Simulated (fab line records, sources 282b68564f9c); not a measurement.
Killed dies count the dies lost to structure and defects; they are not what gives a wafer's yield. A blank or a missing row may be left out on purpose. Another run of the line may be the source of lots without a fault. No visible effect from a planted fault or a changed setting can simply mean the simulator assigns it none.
fab line records	flow ritCmos
[record] lots = 14	wafers = 42	lastDay = 7
route steps=202 shown ACTIVE@1 GATE@97 NLDD@111 M1@202
lots with no fault: from the same line, run without faults
startH: hours from the record's opening day to when the first of the lot's shown wafers began	waitH: hours from the lot's prior step to this one	" the same as in the row above	L1.1+2: a single row standing in for several wafers	- no value present, or no start provided	* or withheld: withheld	< > ~ a bound
route shown NAME@n: names a module that has steps shown in the file, with the first one's number in the route	usual: mean/standard deviation of fault-free wafers	same: alike in all rows	chamber/n: place in a boat	sites: each site's reading	_std_site: the standard deviation of these	_edge_site: mean of outer sites minus mean of inner sites	radiusMm: how far each site lies from the wafer's centre	mask NAME#n: copy n	behind: the last tool/chamber to shape the wafer	hold: what put the lot on hold/how long, in hours/how the hold closed	device: whichever transistor did not switch (one of n, p or np)	end of line: the route-end tests of the same wafers	a step without rows: its recipe alone	killed: dies that structure and defects cost at the first sort, which is not the same as the wafer's yield	map: a wafer's dies, marking killed ones x, the rest . and places with no die _
set.NAME: the run value of the setting; set.NAME@STEP: its run value at that earlier step	model.NAME: the simulator's own value behind a step, which no gauge read
a sample of lots followed through the steps of the route, with each step as a table and each wafer as a row
services: when a tool's chamber went out of use (startH, in hours from the record's first day, below 0 if earlier), for how many hours, and the reason
[[steps]]
[step RIT_ACTIVE_BOW_MEAS_00]
[recipe] mode = bow
[usual] INCOMING_BOW = 0/6.2
lot.wafer	tool	chamber	startH	waitH	INCOMING_BOW[um]
L684.1	filmMetro-01	-	20.00	-	6
L684.3	"	-	"	"	6
L684.5	"	-	"	"	-10
L685.1	filmMetro-01	-	25.00	-	6
L685.5	"	-	"	"	-1
L685.6	"	-	"	"	2
L686.1	filmMetro-04	-	30.00	-	1
L686.3	"	-	"	"	4
L686.4	"	-	"	"	-1
L688.2	filmMetro-04	-	40.02	-	-1
L688.4	"	-	"	"	-1
L688.5	"	-	"	"	-2
L690.1	filmMetro-03	-	50.00	-	3
L690.2	"	-	"	"	8
L690.3	"	-	"	"	5
L692.1	filmMetro-01	-	60.00	-	4
L692.4	"	-	"	"	2
L692.5	"	-	"	"	-3
L693.2	filmMetro-03	-	65.02	-	7
L693.3	"	-	"	"	-6
L693.4	"	-	"	"	3
L694.4	filmMetro-01	-	70.06	-	2
L694.5	"	-	"	"	-1
L694.6	"	-	"	"	-2
L695.4	filmMetro-01	-	75.06	-	7
L695.5	"	-	"	"	3
L695.6	"	-	"	"	0
L696.1	filmMetro-01	-	80.00	-	2
L696.2	"	-	"	"	-5
L696.3	"	-	"	"	-1
L697.3	filmMetro-03	-	85.04	-	10
L697.4	"	-	"	"	-6
L697.5	"	-	"	"	-7
L698.2	filmMetro-04	-	90.02	-	8
L698.3	"	-	"	"	-10
L698.4	"	-	"	"	-3
L700.3	filmMetro-03	-	100.04	-	-8
L700.5	"	-	"	"	2
L700.6	"	-	"	"	19
L704.1	filmMetro-04	-	120.00	-	3
L704.4	"	-	"	"	2
L704.6	"	-	"	"	3
[step RIT_ACTIVE_CD_MEAS_11]
[recipe] targetCdNm = 1400
[usual] cdNm = 1399.5/2.4
lot.wafer	tool	chamber	startH	waitH	cdNm
L684.1	cdSem-02	-	24.56	-	1397.3
L684.3	"	-	"	"	1397.2
L684.5	"	-	"	"	1398.9
L685.1	cdSem-02	-	29.62	-	1399.4
L685.5	"	-	"	"	1398.4
L685.6	"	-	"	"	1397.6
L686.1	cdSem-01	-	34.56	-	1400.0
L686.3	"	-	"	"	1398.9
L686.4	"	-	"	"	1399.9
L688.2	cdSem-01	-	44.46	-	1403.2
L688.4	"	-	"	"	1400.2
L688.5	"	-	"	"	1401.9
L690.1	cdSem-01	-	54.56	-	1399.8
L690.2	"	-	"	"	1398.5
L690.3	"	-	"	"	1399.3
L692.1	cdSem-02	-	64.56	-	1395.1
L692.4	"	-	"	"	1398.6
L692.5	"	-	"	"	1396.8
L693.2	cdSem-01	-	69.58	-	1401.3
L693.3	"	-	"	"	1399.7
L693.4	"	-	"	"	1401.6
L694.4	cdSem-02	-	74.50	-	1400.3
L694.5	"	-	"	"	1399.6
L694.6	"	-	"	"	1400.1
L695.4	cdSem-02	-	79.50	-	1398.7
L695.5	"	-	"	"	1399.1
L695.6	"	-	"	"	1400.5
L696.1	cdSem-02	-	84.56	-	1402.2
L696.2	"	-	"	"	1399.7
L696.3	"	-	"	"	1403.9
L697.3	cdSem-02	-	89.60	-	1399.8
L697.4	"	-	"	"	1399.7
L697.5	"	-	"	"	1401.8
L698.2	cdSem-02	-	94.46	-	1402.5
L698.3	"	-	"	"	1402.8
L698.4	"	-	"	"	1403.4
L700.3	cdSem-01	-	104.60	-	1394.3
L700.5	"	-	"	"	1393.9
L700.6	"	-	"	"	1394.0
L704.1	cdSem-02	-	124.44	-	1400.3
L704.4	"	-	"	"	1397.6
L704.6	"	-	"	"	1401.5
[step RIT_GATE_CD_MEAS_90]
[recipe] targetCdNm = 150
[usual] cdNm = 150.1/2.9
lot.wafer	tool	chamber	startH	waitH	cdNm
L684.1	cdSem-01	-	47.11	0.1	151.4
L684.3	"	-	"	"	153.6
L684.5	"	-	"	"	153.9
L685.1	cdSem-01	-	52.87	0.1	151.5
L685.5	"	-	"	"	155.1
L685.6	"	-	"	"	154.6
L686.1	cdSem-01	-	56.79	0.1	151.8
L686.3	"	-	"	"	148.4
L686.4	"	-	"	"	151.2
L688.2	cdSem-01	-	67.34	0.1	150.3
L688.4	"	-	"	"	149.7
L688.5	"	-	"	"	151.2
L690.1	cdSem-02	-	77.97	0.1	149.0
L690.2	"	-	"	"	150.7
L690.3	"	-	"	"	152.7
L692.1	cdSem-02	-	87.23	0.1	147.0
L692.4	"	-	"	"	148.4
L692.5	"	-	"	"	148.0
L693.2	cdSem-02	-	91.59	0.1	147.3
L693.3	"	-	"	"	148.8
L693.4	"	-	"	"	147.9
L694.4	cdSem-01	-	98.70	0.1	149.8
L694.5	"	-	"	"	149.2
L694.6	"	-	"	"	149.2
L695.4	cdSem-02	-	101.97	0.1	156.2
L695.5	"	-	"	"	154.3
L695.6	"	-	"	"	153.3
L696.1	cdSem-01	-	106.96	0.1	153.8
L696.2	"	-	"	"	154.2
L696.3	"	-	"	"	155.1
L697.3	cdSem-02	-	111.52	0.1	151.0
L697.4	"	-	"	"	153.4
L697.5	"	-	"	"	152.3
L698.2	cdSem-02	-	117.06	0.1	147.5
L698.3	"	-	"	"	148.7
L698.4	"	-	"	"	148.4
L700.3	cdSem-01	-	127.21	0.1	150.3
L700.5	"	-	"	"	151.0
L700.6	"	-	"	"	147.5
L704.1	cdSem-01	-	147.26	0.1	145.2
L704.4	"	-	"	"	145.6
L704.6	"	-	"	"	143.8
[step RIT_NLDD_IMPLANT_08]
[recipe] species = P	energyKev = 20	doseCm2 = 5e+14	tiltDeg = 7
[usual] doseIonsCm2 = 5e+14/5.8e+11	faradayCurrentUA = 1575/32
lot.wafer	tool	chamber	startH	waitH	doseIonsCm2	faradayCurrentUA
L684.1	implanter-02	0	51.37	0.1	5.008e+14	1546
L684.3	"	0	"	"	4.998e+14	1594
L684.5	"	0	"	"	4.993e+14	1570
L685.1	implanter-01	0	57.29	0.1	5.012e+14	1579
L685.5	"	0	"	"	5.005e+14	1532
L685.6	"	0	"	"	5.005e+14	1522
L686.1	implanter-02	0	61.19	0.1	5.001e+14	1557
L686.3	"	0	"	"	5.008e+14	1563
L686.4	"	0	"	"	4.996e+14	1612
L688.2	implanter-01	0	71.83	0.1	5e+14	1645
L688.4	"	0	"	"	5.004e+14	1558
L688.5	"	0	"	"	5.008e+14	1610
L690.1	implanter-01	0	82.33	0.1	5.003e+14	1493
L690.2	"	0	"	"	5.014e+14	1594
L690.3	"	0	"	"	5.006e+14	1580
L692.1	implanter-02	0	91.44	0.1	4.998e+14	1573
L692.4	"	0	"	"	5.001e+14	1557
L692.5	"	0	"	"	5.002e+14	1607
L693.2	implanter-02	0	95.77	0.1	4.992e+14	1595
L693.3	"	0	"	"	5e+14	1599
L693.4	"	0	"	"	5.002e+14	1564
L694.4	implanter-03	0	103.01	0.1	4.994e+14	1490
L694.5	"	0	"	"	4.997e+14	1613
L694.6	"	0	"	"	5.001e+14	1592
L695.4	implanter-01	0	106.31	0.1	5.005e+14	1563
L695.5	"	0	"	"	4.992e+14	1593
L695.6	"	0	"	"	4.995e+14	1589
L696.1	implanter-03	0	111.83	0.1	5.007e+14	1583
L696.2	"	0	"	"	5.004e+14	1608
L696.3	"	0	"	"	5.004e+14	1587
L697.3	implanter-02	0	115.84	0.1	4.993e+14	1558
L697.4	"	0	"	"	4.996e+14	1628
L697.5	"	0	"	"	5.005e+14	1606
L698.2	implanter-02	0	121.20	0.1	3.666e+14	1144
L698.3	"	0	"	"	3.662e+14	1137
L698.4	"	0	"	"	3.657e+14	1139
L700.3	implanter-02	0	132.14	0.1	3.665e+14	1159
L700.5	"	0	"	"	3.657e+14	1211
L700.6	"	0	"	"	3.657e+14	1137
L704.1	implanter-03	0	153.54	0.1	5.001e+14	1542
L704.4	"	0	"	"	4.992e+14	1600
L704.6	"	0	"	"	4.993e+14	1566
[step RIT_NLDD_TW_MEAS_10]
[usual] NLDD_TW = 2491/21
lot.wafer	tool	chamber	startH	waitH	NLDD_TW
L684.1	filmMetro-01	-	51.69	0.1	2502
L684.3	"	-	"	"	2496
L684.5	"	-	"	"	2492
L685.1	filmMetro-03	-	57.62	0.1	2504
L685.5	"	-	"	"	2509
L685.6	"	-	"	"	2498
L686.1	filmMetro-04	-	61.51	0.1	2468
L686.3	"	-	"	"	2469
L686.4	"	-	"	"	2470
L688.2	filmMetro-04	-	72.14	0.1	2484
L688.4	"	-	"	"	2485
L688.5	"	-	"	"	2479
L690.1	filmMetro-01	-	82.66	0.1	2502
L690.2	"	-	"	"	2491
L690.3	"	-	"	"	2493
L692.1	filmMetro-01	-	91.76	0.1	2479
L692.4	"	-	"	"	2485
L692.5	"	-	"	"	2489
L693.2	filmMetro-01	-	96.08	0.1	2505
L693.3	"	-	"	"	2496
L693.4	"	-	"	"	2485
L694.4	filmMetro-03	-	103.29	0.1	2506
L694.5	"	-	"	"	2517
L694.6	"	-	"	"	2505
L695.4	filmMetro-04	-	106.59	0.1	2493
L695.5	"	-	"	"	2454
L695.6	"	-	"	"	2474
L696.1	filmMetro-04	-	112.15	0.1	2453
L696.2	"	-	"	"	2441
L696.3	"	-	"	"	2452
L697.3	filmMetro-03	-	116.13	0.1	2510
L697.4	"	-	"	"	2517
L697.5	"	-	"	"	2528
L698.2	filmMetro-03	-	121.51	0.1	2308
L698.3	"	-	"	"	2287
L698.4	"	-	"	"	2299
L700.3	filmMetro-03	-	132.43	0.1	2309
L700.5	"	-	"	"	2308
L700.6	"	-	"	"	2290
L704.1	filmMetro-04	-	153.86	0.1	2485
L704.4	"	-	"	"	2455
L704.6	"	-	"	"	2446
[step RIT_SDANNEAL_RS_MEAS_07]
[recipe] thkMeasGauge = four-point-probe
[usual] NLDD_RS = 151.6/0.47
lot.wafer	tool	chamber	startH	waitH	NLDD_RS[ohm/sq]
L684.1	filmMetro-01	-	59.56	0.1	151.3
L684.3	"	-	"	"	151.4
L684.5	"	-	"	"	151.7
L685.1	filmMetro-01	-	65.36	0.1	151.8
L685.5	"	-	"	"	152.4
L685.6	"	-	"	"	151.6
L686.1	filmMetro-04	-	69.37	0.1	151.5
L686.3	"	-	"	"	152.1
L686.4	"	-	"	"	152.3
L688.2	filmMetro-04	-	80.05	0.1	150.7
L688.4	"	-	"	"	151.2
L688.5	"	-	"	"	151.3
L690.1	filmMetro-03	-	90.40	0.1	151.7
L690.2	"	-	"	"	151.8
L690.3	"	-	"	"	152.3
L692.1	filmMetro-04	-	99.84	0.1	152.1
L692.4	"	-	"	"	152.7
L692.5	"	-	"	"	151.9
L693.2	filmMetro-04	-	104.39	0.1	151.7
L693.3	"	-	"	"	151.5
L693.4	"	-	"	"	151.6
L694.4	filmMetro-03	-	111.17	0.1	151.1
L694.5	"	-	"	"	151.5
L694.6	"	-	"	"	151.7
L695.4	filmMetro-03	-	114.49	0.1	151.1
L695.5	"	-	"	"	151.2
L695.6	"	-	"	"	151.1
L696.1	filmMetro-03	-	120.16	0.1	152.5
L696.2	"	-	"	"	153.1
L696.3	"	-	"	"	152.2
L697.3	filmMetro-04	-	124.05	0.1	151.1
L697.4	"	-	"	"	151.4
L697.5	"	-	"	"	151.5
L698.2	filmMetro-03	-	129.37	0.1	195.5
L698.3	"	-	"	"	195.5
L698.4	"	-	"	"	194.1
L700.3	filmMetro-03	-	140.36	0.1	194.5
L700.5	"	-	"	"	194.1
L700.6	"	-	"	"	195.5
L704.1	filmMetro-03	-	162.10	0.1	150.6
L704.4	"	-	"	"	151.7
L704.6	"	-	"	"	152.2
[step RIT_M1_PROBE_99]
[usual] killedAtContacts = 0.1/0.26	killedAtFrontEnd = 7.5/2.8	killedDies = 7.6/2.8	killedOpen = 3.9/2.1	killedShort = 3.7/1.7
[same] grossDies = 264	killed_at_M0_to_M3 = 0	killed_at_M4_up = 0	killedAtBackSide = 0	killedAtOther = 0
lot.wafer	tool	chamber	startH	waitH	killedAtContacts	killedAtFrontEnd	killedDies	killedOpen	killedShort
L684.1	prober-01	-	66.61	0.1	0	5	5	3	2
L684.3	prober-01	-	66.71	0.2	0	11	11	4	7
L684.5	prober-01	-	66.81	0.2	0	7	7	5	2
L685.1	prober-02	-	73.58	0.1	0	12	12	8	4
L685.5	prober-02	-	73.78	0.2	0	12	12	3	9
L685.6	prober-02	-	73.83	0.2	0	7	7	4	3
L688.2	prober-01	-	87.03	0.1	0	10	10	3	6
L688.4	prober-01	-	87.13	0.2	0	6	6	4	2
L688.5	prober-01	-	87.18	0.2	0	4	4	1	2
L692.1	prober-01	-	107.23	0.1	0	5	5	1	4
L692.4	prober-01	-	107.38	0.2	2	8	10	7	3
L692.5	prober-01	-	107.43	0.2	0	6	6	3	3
L693.2	prober-02	-	111.60	0.1	0	6	6	3	3
L693.3	prober-02	-	111.65	0.2	0	9	9	6	3
L693.4	prober-02	-	111.70	0.2	0	6	6	4	2
L698.2	prober-01	-	136.36	0.1	0	4	4	3	1
L698.3	prober-01	-	136.41	0.2	0	5	5	2	3
L698.4	prober-01	-	136.46	0.2	0	5	5	3	2
// killed by level:class
L684.1 ACTIVE:geometricParticle:short=1 FOX1:geometricParticle:short=1 FOX2:geometricParticle:open=1 GATE:geometricParticle:open=1 REOX:geometricParticle:open=1
L684.3 FOX1:geometricParticle:short=2 GATE:geometricParticle:short=2 FOX1:geometricParticle:open=1 FOX2:geometricParticle:short=1 GATE:geometricParticle:open=1 REOX:geometricParticle:open=1 REOX:geometricParticle:short=1 SPACER:geometricParticle:short=1
L684.5 FOX1:geometricParticle:open=3 GATE:geometricParticle:short=1 GATE:geometricParticle:open=1 REOX:geometricParticle:open=1 SPACER:geometricParticle:short=1
L685.1 GATE:geometricParticle:open=6 SILICIDE:geometricParticle:short=2 FOX1:geometricParticle:open=1 FOX1:geometricParticle:short=1 FOX2:geometricParticle:open=1 REOX:geometricParticle:short=1
L685.5 FOX1:geometricParticle:short=3 REOX:geometricParticle:short=3 GATE:geometricParticle:short=2 SILICIDE:geometricParticle:open=2 FOX1:geometricParticle:open=1 FOX2:geometricParticle:short=1
L685.6 REOX:geometricParticle:open=2 REOX:geometricParticle:short=2 GATE:geometricParticle:short=1 GATE:geometricParticle:open=1 SPACER:geometricParticle:open=1
L688.2 GATE:geometricParticle:short=4 GATE:geometricParticle:open=2 FOX1:geometricParticle:open=1 REOX:geometricParticle:short=1 SPACER:geometricParticle:short=1 NRETRO:coatMicrobubblePrinted=1
L688.4 GATE:geometricParticle:open=2 FOX1:geometricParticle:open=1 SPACER:geometricParticle:short=1 SPACER:geometricParticle:open=1 SILICIDE:geometricParticle:short=1
L688.5 FOX1:geometricParticle:short=1 SPACER:geometricParticle:short=1 SILICIDE:geometricParticle:open=1 NRETRO:coatMicrobubblePrinted=1
L692.1 GATE:geometricParticle:short=2 FOX1:geometricParticle:short=1 GATE:geometricParticle:open=1 REOX:geometricParticle:short=1
L692.4 GATE:geometricParticle:open=3 CONTACT:geometricParticle:open=2 FOX1:geometricParticle:open=1 GATE:geometricParticle:short=1 REOX:geometricParticle:short=1 SPACER:geometricParticle:open=1 SPACER:geometricParticle:short=1
L692.5 GATE:geometricParticle:open=3 FOX1:geometricParticle:short=1 FOX2:geometricParticle:short=1 GATE:geometricParticle:short=1
L693.2 GATE:geometricParticle:open=2 FOX1:geometricParticle:open=1 FOX1:geometricParticle:short=1 GATE:geometricParticle:short=1 REOX:geometricParticle:short=1
L693.3 GATE:geometricParticle:open=3 REOX:geometricParticle:short=2 GATE:geometricParticle:short=1 REOX:geometricParticle:open=1 SPACER:geometricParticle:open=1 SILICIDE:geometricParticle:open=1
L693.4 GATE:geometricParticle:short=2 SPACER:geometricParticle:open=2 FOX1:geometricParticle:open=1 GATE:geometricParticle:open=1
L698.2 FOX1:geometricParticle:short=1 GATE:geometricParticle:open=1 REOX:geometricParticle:open=1 SPACER:geometricParticle:open=1
L698.3 FOX1:geometricParticle:open=1 FOX2:geometricParticle:short=1 GATE:geometricParticle:short=1 SPACER:geometricParticle:open=1 SILICIDE:geometricParticle:short=1
L698.4 SPACER:geometricParticle:open=2 GATE:geometricParticle:short=1 REOX:geometricParticle:open=1 SILICIDE:geometricParticle:short=1
[[services]]
tool	chamber	startH	hours	kind
implanter-01	-	43.62	3.7	pm
implanter-02	-	57.03	3.3	repair
implanter-03	-	58.39	4.1	pm
implanter-02	-	141.49	2.8	repair
implanter-01	-	152.90	3.9	repair
[[key]]
[firstSign] step = RIT_NLDD_IMPLANT_08	reading = doseIonsCm2	direction = down	sigmas = 99+	usual = 5e+14	struck = 3.661e+14
[effect] step = RIT_NLDD_IMPLANT_08	reading = faradayCurrentUA	direction = down	sigmas = 13	usual = 1575	struck = 1155
[effect] step = RIT_NLDD_TW_MEAS_10	reading = NLDD_TW	direction = down	sigmas = 9.2	usual = 2491	struck = 2300
[effect] step = RIT_SDANNEAL_RS_MEAS_07	reading = NLDD_RS	direction = up	sigmas = 92	usual = 151.6	struck = 194.9
metAt RIT_NLDD_IMPLANT_08
struckLots L698,L700
testerLeftOut L698,L700
notActingAt RIT_ACTIVE_BOW_MEAS_00,RIT_ACTIVE_CD_MEAS_11,RIT_GATE_CD_MEAS_90
onsetBetween 115.84 121.20
[fault] kind = processParameterDrift	tool = implanter-02	chamber = -	onsetH = 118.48	steps = RIT_NLDD_IMPLANT_08	channel = doseCm2	offset = -1.3397e+14	shape = step	endH = 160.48	actsIn = theseRecipesOnly	stated = 5e+14
// testerLeftOut: of these lots the tester's yield and bins aren't shown, on N5 and GAA mostly nor the transistor test; their killed dies are dies lost to structure and defects alone, not to doping, threshold or leakage, so they don't give the yield
